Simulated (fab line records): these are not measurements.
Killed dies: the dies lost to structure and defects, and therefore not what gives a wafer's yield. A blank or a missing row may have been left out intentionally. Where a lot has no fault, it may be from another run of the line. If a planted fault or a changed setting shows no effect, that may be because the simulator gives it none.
What tool caused it? -- flow berkeley_cmos170 -- 13 lots, 39 wafers sampled, at 5 steps of a route of 331

WHAT EACH GAUGE READ, for each wafer
UCB170_FIELD_THK_MEAS_90. Usual: FIELD_OXIDE_LEFT_1_THK gives 447 nm (standard deviation 13).
lot,measured,on,FIELD_OXIDE_LEFT_1_THK (nm),flag
L552,day 5 21:20,film_metro-04,425 428 426,
L553,day 5 21:20,film_metro-02,458 455 455,
L554,day 6 02:42,film_metro-04,465 454 453,
L556,day 6 17:04,film_metro-04,462 452 452,
L561,day 7 10:08,film_metro-03,460 460 449,
L560,day 7 10:08,film_metro-04,452 447 447,
L563,day 8 02:07,film_metro-02,445 442 444,
L569,day 9 14:14,film_metro-02,440 443 449,
L571,day 9 14:18,film_metro-04,466 458 470,
L570,day 9 14:22,film_metro-02,437 442 437,
L568,day 9 14:38,film_metro-02,425 436 436,
L574,day 10 19:28,film_metro-03,440 449 439,
L575,day 10 19:33,film_metro-02,437 443 434,

UCB170_NVT_OVL_MEAS_06. Usual: NVT_OVL gives 1 nm (standard deviation 8.1).
lot,measured,on,NVT_OVL (nm),flag
L552,day 6 22:41,overlay-02,-17 -15 -6,
L553,day 6 22:22,overlay-01,5 17 10,
L554,day 7 05:28,overlay-02,-10 -3 -3,
L556,day 7 13:59,overlay-02,-4 -3 -6,
L561,day 8 04:47,overlay-02,2 1 9,
L560,day 8 04:04,overlay-02,14 3 16,
L563,day 8 15:41,overlay-01,-4 0 -1,
L569,day 10 10:02,overlay-01,2 1 -1,
L571,day 10 10:19,overlay-01,-2 -1 8,
L570,day 10 10:31,overlay-02,-9 -10 -2,
L568,day 10 10:35,overlay-01,-8 -8 -6,
L574,day 11 13:39,overlay-01,-9 -8 -9,
L575,day 11 14:13,overlay-01,16 16 6,

UCB170_NLDD_CD_MEAS_06: the cd target is 1200 nm. Usual: cd_nm reads 1200.1 nm (standard deviation 1.7).
lot,measured,on,cd_nm (nm),flag
L552,day 7 18:49,cd_sem-01,1199.0 1197.9 1198.3,
L553,day 7 18:42,cd_sem-01,1202.6 1202.4 1200.9,
L554,day 8 03:00,cd_sem-02,1198.4 1198.9 1199.9,
L556,day 8 12:41,cd_sem-01,961.2 962.6 962.0,OFF
L561,day 9 01:19,cd_sem-01,1197.3 1197.2 1196.9,
L560,day 9 01:27,cd_sem-01,1200.5 1200.5 1199.5,
L563,day 9 12:53,cd_sem-01,1196.6 1197.0 1196.8,
L569,day 11 05:34,cd_sem-02,1201.6 1201.0 1200.2,
L571,day 11 06:52,cd_sem-02,1200.6 1201.4 1200.9,
L570,day 11 05:55,cd_sem-01,1201.6 1200.3 1199.3,
L568,day 11 06:47,cd_sem-01,1201.3 1201.0 1200.7,
L574,day 12 15:54,cd_sem-02,1200.8 1199.2 1200.0,
L575,day 12 15:52,cd_sem-01,1201.9 1202.7 1202.6,

UCB170_PSD_OVL_MEAS_07. Usual: PSD_OVL gives -3 nm (standard deviation 6).
lot,measured,on,PSD_OVL (nm),flag
L552,day 8 05:08,overlay-02,-18 -2 0,
L553,day 8 04:58,overlay-01,-3 -11 -10,
L554,day 8 09:59,overlay-02,-15 -19 -23,
L556,day 8 20:08,overlay-02,7 0 4,
L561,day 9 09:07,overlay-01,-1 0 4,
L560,day 9 09:24,overlay-01,-6 6 -2,
L563,day 9 19:41,overlay-01,-10 -7 -11,
L569,day 11 14:49,overlay-02,-5 -1 -4,
L571,day 11 15:49,overlay-01,-1 -4 -12,
L570,day 11 15:33,overlay-01,-5 -8 2,
L568,day 11 15:33,overlay-02,-3 2 -1,
L574,day 12 21:21,overlay-01,-6 -9 -7,
L575,day 12 20:49,overlay-02,-4 -3 7,

WHAT TOOL EACH LOT RAN ON (gives the tool, then ch and the chambers of the sampled wafers, and finally the start)
lot,UCB170_NLDD_EXPOSE_03
L552,"krf_scanner-01 ch 0, day 7 18:23"
L553,"krf_scanner-01 ch 0, day 7 18:04"
L554,"krf_scanner-02 ch 0, day 8 02:36"
L556,"krf_scanner-01 ch 0, day 8 12:18"
L561,"krf_scanner-02 ch 0, day 9 00:55"
L560,"krf_scanner-02 ch 0, day 9 01:03"
L563,"krf_scanner-02 ch 0, day 9 12:30"
L569,"krf_scanner-01 ch 0, day 11 05:11"
L571,"krf_scanner-01 ch 0, day 11 06:22"
L570,"krf_scanner-01 ch 0, day 11 05:31"
L568,"krf_scanner-01 ch 0, day 11 06:10"
L574,"krf_scanner-02 ch 0, day 12 14:28"
L575,"krf_scanner-01 ch 0, day 12 14:16"
- UCB170_NLDD_EXPOSE_03: exposes mask NSELECT, target cd 1200 nm.

AS READ BY THE TOOLS THEMSELVES (means over the sampled wafers that have a number; for cases with no such wafer, the mark the record gives instead)
The record holds no such reading with a usual standard deviation.

THE ANSWER, worked out from the rows above alone
Rule: a lot is off if the mean of its wafers that have a number lies more than 3 standard deviations from the usual mean. Also off: a lot with no number at a reading for which 4 or more lots have one. All remaining lots with rows at the step are treated as sound. The gauges are gone through in route order, then the tools' own readings, and for those a lot's mean is taken as printed above. The first step at which some lot is off is used, and at that step the reading that is off furthest; a lot without a number counts as furthest.
Off: L556 (UCB170_NLDD_CD_MEAS_06, cd_nm).
If a tool, at a process step before that reading, ran all the lots that are off and no sound lot after the first of them, it fits. Those tools and the gauges at UCB170_NLDD_CD_MEAS_06 are tried in the same way. None of those tried fits.

WHAT HAD BEEN PUT IN BY THE SIMULATOR
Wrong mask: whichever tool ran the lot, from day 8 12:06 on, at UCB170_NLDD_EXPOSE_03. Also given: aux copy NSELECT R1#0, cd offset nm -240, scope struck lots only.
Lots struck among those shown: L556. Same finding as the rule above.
